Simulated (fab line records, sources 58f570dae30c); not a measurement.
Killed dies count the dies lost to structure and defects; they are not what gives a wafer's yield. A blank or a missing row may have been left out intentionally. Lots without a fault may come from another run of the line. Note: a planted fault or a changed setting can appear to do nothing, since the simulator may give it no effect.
A struck lot beside a sound one | flow berkeley_cmos170 | 14 steps out of a route of 331
Sound: the wafers L161.2, L161.4, L161.6. The struck wafers were L165.1, L165.2, L165.4. The cause comes at the end.
Per side, at each step with rows, come the tool, then ch with its chambers, and then its first start. Under that, the readings that differ: sound wafers | struck wafers | difference of the means | sigmas: that difference in standard deviations of wafers without a fault.
alike: same words and numbers on both sides, and readings whose means sit less than 2 such deviations apart. not compared: any withheld reading, any reading some wafer has no value for, any bound like >300 that may hide the same value, and any number with overlapping values for which the record gives no deviation.
A row with sigmas, a row that says differs or no value, or rows on one side alone: a step with any of these is where the two part. Numbers that don't overlap but have no deviation are shown without sigmas and don't part them. Lack of a reading on every wafer of one side parts them only where that side has two or more wafers.

first, 3 steps without rows for these wafers: UCB170_NVT_EXPOSE_03 (exposes mask PWELL, target cd 3000 nm); UCB170_NVT_PEB_04; UCB170_NVT_DEVELOP_05 (develop time 45 s).
UCB170_NVT_OVL_MEAS_06:
  sound on overlay-01, day 9 00:28; struck on overlay-01, day 10 03:26
  alike: NVT_OVL
following that, these wafers have no rows for 1 step: UCB170_NVT_IMPLANT_07.
UCB170_NVT_STRIP_08: strips in O2.
  sound on plasma_asher-03 ch 0,1, day 9 00:39; struck on plasma_asher-03 ch 0,1, day 10 03:37
  alike: drypump_motor_current_A, oes_product_au, strip_time_to_endpoint_s
  not compared: rf_hours_counter_h
UCB170_NVT_TW_MEAS_09:
  sound on film_metro-02, day 9 00:46; struck on film_metro-01, day 10 03:43
  alike: NVT_TW
then, 5 steps without rows for these wafers: UCB170_NVT_CLEAN_10 (cleans in SPM, time 600 s); UCB170_PVT_HMDS_00 (prime time 60 s); UCB170_PVT_COAT_01 (resist thk 900 nm); UCB170_PVT_SOFTBAKE_02 (time 60 s); UCB170_PVT_EXPOSE_03 (exposes mask NWELL, target cd 3000 nm).
UCB170_PVT_PEB_04:
  struck on litho_track-01, day 10 04:31; sound on litho_track-02 ch 0, day 9 04:44
  no value came back on the struck wafers for chill_plate_temp_C (C), exhaust_pa (Pa), heater_power_total_W (W); on the sound wafers chill_plate_temp_C (C) reads 23.09 23.07 22.97
then, 1 step without rows for these wafers: UCB170_PVT_DEVELOP_05 (develop time 45 s).

## WHERE THEY PART
Within this record, at UCB170_PVT_PEB_04 only.

WHY: what had been put in by the simulator
Entire step skipped (litho_track-01, UCB170_PVT_PEB_04), from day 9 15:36 onward. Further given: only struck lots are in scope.
